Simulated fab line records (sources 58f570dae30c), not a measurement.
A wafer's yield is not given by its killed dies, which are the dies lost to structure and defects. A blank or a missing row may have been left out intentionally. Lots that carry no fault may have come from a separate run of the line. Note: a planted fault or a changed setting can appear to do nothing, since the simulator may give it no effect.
The same fault as seen by 2 desks ; flow berkeley-cmos170 ; every desk sees just its own numbers, and what lay behind them comes last

THE METROLOGY DESK
Lot by lot, what the gauges showed, no matter which tool ran the lot: averages of those sampled wafers that carry a number. Marked OUT: a lot whose mean sits more than 4 standard deviations from the usual mean, which makes it out of limits; the brackets give that distance.
Columns: A = M3_AL_THK at UCB170_M3_THK_MEAS_03, usual 911 nm
lot;first seen here;A
L271;day 9 14:24;918
L272;day 9 15:07;900
L274;day 9 22:04;927
L273;day 9 22:48;911
L277;day 10 09:11;931
L278;day 10 09:56;902
L279;day 10 23:22;894
L281;day 11 08:50;925
L282;day 11 11:59;920
L286;day 11 14:02;897
L288;day 12 12:50;918
L291;day 13 09:40;901
L293;day 13 16:31;919
L294;day 14 08:07;895
Result from this desk: across the 14 lots, nothing is out of limits.

FOR THE TOOL OWNER'S DESK: rie-metal-04
The tool's own readings at UCB170_M2_METAL_ETCH_18 (etches Al in Cl2/BCl3, stops on SiO2, target depth 1170 nm, time 195 s): means of the sampled wafers that have a number, for each lot that ran on this tool. Marked OUT: a lot whose mean sits more than 4 standard deviations from the usual mean, which makes it out of limits; the brackets give that distance.
Columns: A = drypump-motor-current-A at UCB170_M2_METAL_ETCH_18, usual 5.8 A; B = oes-product-au at UCB170_M2_METAL_ETCH_18, usual 0.851 a.u.; C = run-length-s at UCB170_M2_METAL_ETCH_18, usual 223.7 s; D = throttle-valve-pct at UCB170_M2_METAL_ETCH_18, usual 24.3 %
lot;first seen here;A;B;C;D
L271;day 9 10:51;5.7;0.836;223.5;24.0
L273;day 9 19:10;5.7;0.834;223.4;24.0
L278;day 10 06:18;5.7;0.843;223.6;24.0
L281;day 11 05:42;5.7;0.843;223.4;24.0
L288;day 12 09:42;5.6;0.868;218.1 (-7.9) OUT;24.0
L291;day 13 05:32;5.7;0.900;212.8 (-15) OUT;24.0
This desk's finding: out of limits on L288, L291; first on L288, day 12 09:42 (run-length-s at UCB170_M2_METAL_ETCH_18). L271, L273, L278, L281 stayed within limits.

PUT TOGETHER
The tool owner's desk could have raised an alarm at day 12 09:42, on L288, L291.
Nothing out of limits was seen by the metrology desk.
The metrology desk has L288, L291 on record, within its limits.
On rie-metal-04, each named lot ran UCB170_M2_METAL_ETCH_18.

WHAT HAD BEEN PUT IN BY THE SIMULATOR
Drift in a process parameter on rie-metal-04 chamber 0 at UCB170_M2_METAL_ETCH_18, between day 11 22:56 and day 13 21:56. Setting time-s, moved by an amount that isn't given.
Struck lots among those shown: L288, L291.
Each desk's first reading out of limits, in hours after the fault started: the tool owner's desk, 11.
